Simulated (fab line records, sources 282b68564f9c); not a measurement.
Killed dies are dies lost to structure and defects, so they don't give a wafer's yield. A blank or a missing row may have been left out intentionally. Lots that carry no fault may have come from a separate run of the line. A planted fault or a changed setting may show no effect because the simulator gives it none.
fab line records	flow rit_cmos
record: lots: 6	wafers: 18	last_day: 7
route steps=202 shown PLDD@122 SPACER@125 NSD@131
lots untouched by any fault: they come from a run of this same line in which no faults occurred
start_h: the number of hours between the record's first day and the start of the first shown wafer of the lot	wait_h: hours from the lot's prior step to this one	" identical to the entry in the row above	L1.1+2: a single row standing in for several wafers	- no value, or no start was given	* or withheld: withheld	< > ~ a bound
route shown NAME@n: a module of which the file shows steps, and the number in the route of the first	usual: average and standard deviation across the fault-free wafers	same: alike in all rows	chamber/n: place in a boat	sites: each site's reading	_std_site: the standard deviation of these	_edge_site: the outer-site mean with the inner-site mean subtracted	radius_mm: how far each site lies from the wafer's centre	mask NAME#n: copy n	behind: the most recent tool/chamber to have shaped the wafer	hold: cause of the lot's hold/its duration in hours/its outcome	device: whichever transistor did not switch (one of n, p or np)	end of line: the route-end tests of the same wafers	a step with no rows: only its recipe	killed: dies that structure and defects cost at the first sort, which is not the same as the wafer's yield	map: a wafer's dies, x killed, . not, _ none there
set.NAME: the setting the step ran with; set.NAME@STEP: the setting that earlier step ran with	model.NAME: the simulator's own value behind a step, which no gauge read
a table for each step, a row for each wafer; lots at some steps of the route
services: the hour from which a tool's chamber was out of use, counted from the record's first day as start_h (under 0 if before that day), plus the number of hours and why
== steps ==
step: RIT_PLDD_IMPLANT_08
recipe: species: BF2	energy_kev: 20	dose_cm2: 9e+14	tilt_deg: 7
step: RIT_PLDD_STRIP_09
recipe: chemistry: O2	time_s: 180	resist: NOVOLAK	platen_temp_c: withheld	power_w: 500	pressure_mtorr: 4000	o2_flow_sccm: 4000
usual: chamber_pressure_mTorr: 4000/3.6	drypump_motor_current_A: 5.86/0.19
same: time_s: 180
lot.wafer	tool	chamber	start_h	wait_h	chamber_pressure_mTorr	drypump_motor_current_A	rf_hours_counter_h
L606.1	plasma_asher-01	1	60.05	0.1	3999	5.66	42
L606.2	"	0	"	"	3996	5.66	42
L606.6	"	1	"	"	3995	5.62	-
L611.2	plasma_asher-02	0	87.60	0.1	4002	6.02	44
L611.3	"	0	"	"	3992	6.03	-
L611.4	"	1	"	"	4000	5.71	-
L613.3	plasma_asher-01	0	97.57	0.1	3997	5.65	-
L613.4	"	1	"	"	3999	5.64	-
L613.5	"	0	"	"	4001	5.65	-
L614.2	plasma_asher-02	1	102.40	0.1	3998	5.73	46
L614.3	"	0	"	"	3997	6.04	-
L614.6	"	0	"	"	4003	6.05	-
L616.2	plasma_asher-03	1	109.28	0.1	4002	5.97	33
L616.3	"	1	"	"	4005	5.97	-
L616.5	"	1	"	"	4000	5.95	-
L623.2	plasma_asher-02	0	152.61	0.1	4006	6.04	3
L623.3	"	0	"	"	3998	6.03	-
L623.6	"	1	"	"	3992	5.71	-
step: RIT_PLDD_TW_MEAS_10
usual: PLDD_TW: 2325/24
lot.wafer	tool	chamber	start_h	wait_h	PLDD_TW
L606.1	film_metro-04	-	60.23	0.1	2356
L606.2	"	-	"	"	2356
L606.6	"	-	"	"	2336
L611.2	film_metro-01	-	87.79	0.1	2301
L611.3	"	-	"	"	2308
L611.4	"	-	"	"	2303
L613.3	film_metro-04	-	97.71	0.1	2356
L613.4	"	-	"	"	2349
L613.5	"	-	"	"	2360
L614.2	film_metro-02	-	102.58	0.1	2333
L614.3	"	-	"	"	2315
L614.6	"	-	"	"	2323
L616.2	film_metro-01	-	109.47	0.1	2313
L616.3	"	-	"	"	2294
L616.5	"	-	"	"	2312
L623.2	film_metro-02	-	152.80	0.1	2317
L623.3	"	-	"	"	2334
L623.6	"	-	"	"	2332
step: RIT_SPACER_CLEAN_00
recipe: chemistry: SC1	mix: 3:3:50	time_s: 600	temp_c: 75
step: RIT_SPACER_CLEAN_01
recipe: chemistry: dHF	dilution: 50:1	time_s: 30
step: RIT_SPACER_CLEAN_02
recipe: chemistry: SC2	mix: 3:3:50	time_s: 600	temp_c: 75	dry: n2_spin
step: RIT_SPACER_CVD_03
recipe: material: Si3N4	target_thk_nm: 250	temp_c: 810	precursor: SiH2Cl2/NH3	time_s: 3300	pressure_mtorr: 300	sih2cl2_flow_sccm: 60	nh3_flow_sccm: 150
step: RIT_SPACER_THK_MEAS_04
recipe: reads: Si3N4_of_SPACER_CVD_03
usual: SPACER_NITRIDE_THK: 250.4/2.5
lot.wafer	tool	chamber	start_h	wait_h	SPACER_NITRIDE_THK[nm]
L606.1	film_metro-01	-	63.90	0.0	250.0
L606.2	"	-	"	"	252.8
L606.6	"	-	"	"	251.9
L611.2	film_metro-02	-	90.70	0.0	245.8
L611.3	"	-	"	"	245.6
L611.4	"	-	"	"	247.5
L613.3	film_metro-01	-	100.05	0.0	251.6
L613.4	"	-	"	"	251.4
L613.5	"	-	"	"	251.4
L614.2	film_metro-02	-	104.94	0.0	250.9
L614.3	"	-	"	"	251.8
L614.6	"	-	"	"	251.8
L616.2	film_metro-03	-	111.81	0.0	251.8
L616.3	"	-	"	"	254.1
L616.5	"	-	"	"	252.5
L623.2	film_metro-02	-	155.14	0.0	253.1
L623.3	"	-	"	"	252.5
L623.6	"	-	"	"	254.7
step: RIT_SPACER_ETCHBACK_05
recipe: target_depth_a: 2500	SF6_flow_sccm: 30	CHF3_flow_sccm: 30	target: Si3N4	chemistry: SF6/CHF3	pressure_mtorr: 40	rf_w: 250	time_s: 246.9	stop_on: SiO2
usual: chamber_pressure_mTorr: 40.00/0.038	drypump_motor_current_A: 5.80/0.28	oes_product_au: 0.845/0.015	throttle_valve_pct: 10.28/0.17
same: time_s: 246.9
lot.wafer	tool	chamber	start_h	wait_h	chamber_pressure_mTorr	drypump_motor_current_A	oes_product_au	rf_hours_counter_h	throttle_valve_pct
L606.1	rie_diel-01	1	63.96	0.1	40.00	5.82	0.829	5	10.37
L606.2	"	2	"	"	39.98	5.48	0.855	122	10.37
L606.6	"	0	"	"	40.01	5.85	0.867	-	10.08
L611.2	rie_diel-03	2	90.75	0.0	40.01	6.41	0.819	150	10.12
L611.3	"	1	"	"	40.01	5.94	0.832	133	10.45
L611.4	"	0	"	"	39.93	5.83	0.817	100	10.56
L613.3	rie_diel-02	1	100.09	0.0	40.03	5.34	0.853	3	10.42
L613.4	"	2	"	"	40.01	5.63	0.847	9	10.10
L613.5	"	2	"	"	39.96	5.63	0.842	-	10.12
L614.2	rie_diel-01	1	104.99	0.0	40.04	5.81	0.842	5	10.37
L614.3	"	3	"	"	40.04	5.98	0.859	87	10.08
L614.6	"	3	"	"	40.05	5.95	0.863	-	10.08
L616.2	rie_diel-01	0	111.86	0.0	39.98	5.81	0.873	3	10.09
L616.3	"	2	"	"	39.99	5.52	0.860	122	10.37
L616.5	"	2	"	"	39.98	5.50	0.854	-	10.38
L623.2	rie_diel-01	2	155.19	0.0	39.93	5.49	0.858	123	10.37
L623.3	"	3	"	"	39.97	5.95	0.859	88	10.07
L623.6	"	3	"	"	39.98	5.97	0.864	-	10.07
step: RIT_NSD_HMDS_00
recipe: prime_time_s: 60	prime_temp_c: 140
step: RIT_NSD_COAT_01
recipe: resist: NOVOLAK	spin_rpm: 3250	resist_thk_nm: 1000
step: RIT_NSD_SOFTBAKE_02
recipe: resist: NOVOLAK	temp_c: 90	time_s: 60
step: RIT_NSD_EXPOSE_03
recipe: mask_id: M9	na: 0.57	target_cd_nm: 40700	dose_mj: 250
usual: exposure_dose_mJ_cm2: 249.98/0.21	focus_offset_nm: 0.1/0.5	stage_vel_mm_s: 500.06/0.26
lot.wafer	tool	chamber	start_h	wait_h	mask	exposure_dose_mJ_cm2	focus_offset_nm	stage_vel_mm_s
L606.1	iline_stepper-02	0	64.59	0.1	M9#0	249.83	1.0	499.37
L606.2	"	0	"	"	M9#0	249.95	0.8	499.84
L606.6	"	0	"	"	M9#0	249.76	0.1	500.11
L611.2	iline_stepper-01	0	91.37	0.1	M9#0	249.82	-0.1	499.85
L611.3	"	0	"	"	M9#0	249.55	0.3	499.62
L611.4	"	0	"	"	M9#0	249.73	0.0	500.11
L613.3	iline_stepper-02	-	100.85	0.2	M9#0	-	-	-
L613.4	"	-	"	"	M9#0	-	-	-
L613.5	"	-	"	"	M9#0	-	-	-
L614.2	iline_stepper-02	-	105.61	0.1	M9#0	-	-	-
L614.3	"	-	"	"	M9#0	-	-	-
L614.6	"	-	"	"	M9#0	-	-	-
L616.2	iline_stepper-01	0	112.64	0.3	M9#0	250.19	-0.3	499.96
L616.3	"	0	"	"	M9#0	249.47	-0.7	499.66
L616.5	"	0	"	"	M9#0	249.89	0.0	500.14
L623.2	iline_stepper-01	0	155.99	0.3	M9#0	249.89	0.0	500.41
L623.3	"	0	"	"	M9#0	249.67	0.4	500.27
L623.6	"	0	"	"	M9#0	250.46	-0.3	500.19
step: RIT_NSD_PEB_04
recipe: resist: NOVOLAK	temp_c: withheld	time_s: withheld
== services ==
tool	chamber	start_h	hours	kind
rie_diel-02	3	46.97	1.7	repair
plasma_asher-02	-	47.67	6.0	repair
iline_stepper-02	-	49.74	9.0	repair
plasma_asher-03	-	57.27	5.9	repair
rie_diel-01	-	60.43	1.9	repair
plasma_asher-02	-	77.79	6.2	repair
rie_diel-03	-	101.04	41.0	repair
iline_stepper-01	-	102.16	5.5	repair
plasma_asher-01	-	105.85	1.3	repair
plasma_asher-01	-	108.39	19.9	repair
plasma_asher-02	-	108.75	9.0	pm
plasma_asher-02	0	108.75	9.0	vent_cycle
plasma_asher-02	1	108.75	9.0	vent_cycle
iline_stepper-02	0	110.26	-	calibration
plasma_asher-02	0	117.75	-	clean
plasma_asher-02	1	117.75	-	clean
rie_diel-01	3	123.45	7.3	repair
rie_diel-03	0	136.82	14.8	repair
iline_stepper-01	-	142.98	4.4	pm
iline_stepper-01	-	149.92	3.4	repair
rie_diel-03	2	151.58	-	clean
rie_diel-03	2	151.58	19.4	scheduled_down
rie_diel-03	2	151.58	19.4	vent_cycle
== key ==
first_sign: step: RIT_NSD_EXPOSE_03	reading: tool_record	direction: missing
effect none on later readings
met_at RIT_NSD_EXPOSE_03
struck_wafers L613.3,L613.4,L613.5,L614.2,L614.3,L614.6
sort_left_out L613.3,L613.4,L613.5,L614.2,L614.3,L614.6
tester_left_out L613,L614
onset_between 64.59 100.85
fault: kind: skipped_step_whole	tool: iline_stepper-02	chamber: -	onset_h: 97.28	steps: RIT_NSD_EXPOSE_03	scope: struck_lots_only
tester_left_out: of these lots the tester's yield and bins aren't shown, on N5 and GAA mostly nor the transistor test; their killed dies are dies lost to structure and defects alone, not to doping, threshold or leakage, so they don't give the yield
sort_left_out: the simulated sort isn't trusted on such a fault, so these wafers' sort isn't shown, and their yield isn't known
